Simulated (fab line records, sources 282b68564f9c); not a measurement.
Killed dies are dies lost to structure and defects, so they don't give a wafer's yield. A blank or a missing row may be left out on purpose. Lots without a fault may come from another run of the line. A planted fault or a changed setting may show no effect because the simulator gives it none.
Split-lot experiment | flow rit_cmos | 5 lots, 23 wafers read, on a route of 202 steps

THE SPLIT
At RIT_M1_SPUTTER_00 (material Al, target thk 400 nm, time 500 s), the setting chamber_pressure_pa was moved away from the recipe's 0.4 Pa on 20 of the 23 wafers read, by -14.0% to +12.5%. The other wafers ran this setting at the recipe's value.

The file shows no step between the split and the reading.

THE READING
M1_AL_RS, in ohm/sq, at RIT_M1_RS_MEAS_01 (measures by four-point-probe). Fault-free wafers of this fab line usually give 0.0737 ohm/sq, standard deviation 0.00075 ohm/sq.

wafer  | tool, chamber at the split | chamber_pressure_pa as run, Pa | against the recipe | M1_AL_RS, ohm/sq | against lot-mates on the recipe
L077.1 | pvd_sputter-03, -          | 0.3634                         | -9.2%              | 0.0724           | no lot-mate on the recipe
L077.2 | pvd_sputter-03, -          | 0.3634                         | -9.2%              | 0.0716           | no lot-mate on the recipe
L077.3 | pvd_sputter-03, -          | 0.3634                         | -9.2%              | 0.0714           | no lot-mate on the recipe
L077.5 | pvd_sputter-03, -          | 0.3634                         | -9.2%              | 0.0725           | no lot-mate on the recipe
L077.6 | pvd_sputter-03, -          | 0.3634                         | -9.2%              | 0.0716           | no lot-mate on the recipe
L079.1 | pvd_sputter-03, -          | 0.4496                         | +12.4%             | 0.0766           | no lot-mate on the recipe
L079.2 | pvd_sputter-03, -          | 0.4496                         | +12.4%             | 0.0757           | no lot-mate on the recipe
L079.3 | pvd_sputter-03, -          | 0.4496                         | +12.4%             | 0.0760           | no lot-mate on the recipe
L079.4 | pvd_sputter-03, -          | 0.4496                         | +12.4%             | 0.0760           | no lot-mate on the recipe
L079.5 | pvd_sputter-03, -          | 0.4496                         | +12.4%             | 0.0752           | no lot-mate on the recipe
L080.1 | pvd_sputter-04, -          | 0.45                           | +12.5%             | 0.0777           | no lot-mate on the recipe
L080.2 | pvd_sputter-04, -          | 0.45                           | +12.5%             | 0.0759           | no lot-mate on the recipe
L080.3 | pvd_sputter-04, -          | 0.45                           | +12.5%             | 0.0767           | no lot-mate on the recipe
L080.5 | pvd_sputter-04, -          | 0.45                           | +12.5%             | 0.0766           | no lot-mate on the recipe
L080.6 | pvd_sputter-04, -          | 0.45                           | +12.5%             | 0.0768           | no lot-mate on the recipe
L081.1 | pvd_sputter-03, -          | 0.3442                         | -14.0%             | 0.0701           | no lot-mate on the recipe
L081.2 | pvd_sputter-03, -          | 0.3442                         | -14.0%             | 0.0694           | no lot-mate on the recipe
L081.3 | pvd_sputter-03, -          | 0.3442                         | -14.0%             | 0.0697           | no lot-mate on the recipe
L081.5 | pvd_sputter-03, -          | 0.3442                         | -14.0%             | 0.0698           | no lot-mate on the recipe
L081.6 | pvd_sputter-03, -          | 0.3442                         | -14.0%             | 0.0691           | no lot-mate on the recipe
L082.1 | pvd_sputter-04, -          | 0.4                            | recipe             | 0.0737           | -
L082.4 | pvd_sputter-04, -          | 0.4                            | recipe             | 0.0744           | -
L082.5 | pvd_sputter-04, -          | 0.4                            | recipe             | 0.0740           | -

THE FIT
A straight line over all 23 wafers: M1_AL_RS changes by +0.000236 ohm/sq for each +1% of chamber_pressure_pa; r = +0.97; the points scatter about the line by 0.00071 ohm/sq.
Too few moved wafers have a lot-mate on the recipe to fit a line with each lot's own level taken away.

THE WHOLE CHAIN: every reading that the file lists as answering this split, in the file's order
step              | what it does                               | reading                                                                     | change (the file's fit)               | r (the file's)
RIT_M1_SPUTTER_00 | material Al, target thk 400 nm, time 500 s | Al_of_M1_SPUTTER_00.thk_nm (the simulator's own value, which no gauge read) | -0.995 nm for each +1% of the setting | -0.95
RIT_M1_RS_MEAS_01 | measures by four-point-probe               | M1_AL_RS                                                                    | +0.000237 for each +1% of the setting | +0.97

THE FILE'S OWN FIT
M1_AL_RS changes by +0.000237 ohm/sq for each +1% of chamber_pressure_pa, r = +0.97.
